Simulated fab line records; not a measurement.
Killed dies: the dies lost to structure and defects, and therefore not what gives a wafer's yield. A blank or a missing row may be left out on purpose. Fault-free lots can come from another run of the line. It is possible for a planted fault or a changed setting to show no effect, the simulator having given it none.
Split-lot experiment -- flow berkeley-cmos170 -- route with 331 steps; 5 lots, 23 wafers read

== SPLIT DETAILS ==
At UCB170_NVT_IMPLANT_07, the setting energy-kev was moved away from the recipe's 50 on 11 of the 23 wafers read, by -4.2% to +3.3%. The other wafers ran this setting at the recipe's value.

The reading comes from the split's own step.

== THE READING ==
implant.drp-nm (the simulator's own value, which no gauge read), in nm, at UCB170_NVT_IMPLANT_07. No usual value for it is given in the file.

wafer,"tool, chamber at the split",energy-kev as run,against the recipe,"implant.drp-nm, nm",against lot-mates on the recipe
L075.1,"implanter-02, 0",50,recipe,18.57,-
L075.2,"implanter-02, 0",50,recipe,18.57,-
L075.3,"implanter-02, 0",50,recipe,18.57,-
L075.5,"implanter-02, 0",50.92,+1.8%,18.82,+0.25
L075.6,"implanter-02, 0",50.92,+1.8%,18.82,+0.25
L077.2,"implanter-01, 0",50,recipe,18.57,-
L077.5,"implanter-01, 0",50,recipe,18.57,-
L077.3,"implanter-01, 0",51.66,+3.3%,19.01,+0.44
L077.4,"implanter-01, 0",51.66,+3.3%,19.01,+0.44
L077.6,"implanter-01, 0",51.66,+3.3%,19.01,+0.44
L079.1,"implanter-01, 0",51.55,+3.1%,18.98,+0.41
L079.5,"implanter-01, 0",51.55,+3.1%,18.98,+0.41
L079.6,"implanter-01, 0",51.55,+3.1%,18.98,+0.41
L079.2,"implanter-01, 0",50,recipe,18.57,-
L079.3,"implanter-01, 0",50,recipe,18.57,-
L076.1,"implanter-02, 0",50,recipe,18.57,-
L076.5,"implanter-02, 0",50,recipe,18.57,-
L076.3,"implanter-02, 0",47.92,-4.2%,18.01,-0.56
L076.4,"implanter-02, 0",47.92,-4.2%,18.01,-0.56
L076.6,"implanter-02, 0",47.92,-4.2%,18.01,-0.56
L084.1,"implanter-02, 0",50,recipe,18.57,-
L084.3,"implanter-02, 0",50,recipe,18.57,-
L084.6,"implanter-02, 0",50,recipe,18.57,-

THE FIT
A straight line over all 23 wafers: implant.drp-nm changes by +0.134 nm for each +1% of energy-kev; r = +1.00; the points scatter about the line by 0.0026 nm.
The same after taking each lot's own level away (the mean of its wafers on the recipe; 23 wafers): +0.134 nm for each +1%; r = +1.00; scatter 0.0026 nm.
According to that fit, moving energy-kev by its largest amount changes the reading by 0.56 nm.
The lots' own levels span 18.570 to 18.570 nm.
So the lot-to-lot level changes the slope little: the two slopes agree.
Check: -0.556 nm against its lot-mates is what the line predicts for one of the wafers moved furthest among these (-4.2%) when that wafer is left out of the fit. It came out at -0.56 nm against them.

== THESE WAFERS: OTHER SPLITS ==
Other splits were also applied to these wafers ahead of the reading. Each is held against what the fit with the lots' levels taken away leaves over:
other split on the same wafers,wafers away from the commonest value,r with implant.drp-nm (lot level and that fit taken away)
UCB170_NWELL_COAT_07 spin-rpm,10,-0.04
UCB170_NWELL_IMPLANT_14 energy-kev,5,+0.49
UCB170_PWELL_CVD_05 pressure-mtorr,10,-0.55
UCB170_PWELL_IMPLANT_15 dose-cm2,11,+0.63
UCB170_WELLDRIVE_OXIDATION_01 ox-time-s,10,-0.42
UCB170_ACTIVE_STRIP_16 power-w,9,+0.23

== THE WHOLE CHAIN: every reading that the file lists as answering this split, in the file's order ==
step,what it does,reading,change (the file's fit),r (the file's)
UCB170_NVT_IMPLANT_07,,"implant.rp-nm (the simulator's own value, which no gauge read)",+0.369 nm for each +1% of the setting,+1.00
UCB170_NVT_IMPLANT_07,,"implant.drp-nm (the simulator's own value, which no gauge read)",+0.134 nm for each +1% of the setting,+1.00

== THE FILE'S OWN FIT ==
implant.drp-nm changes by +0.134 nm for each +1% of energy-kev, r = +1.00.
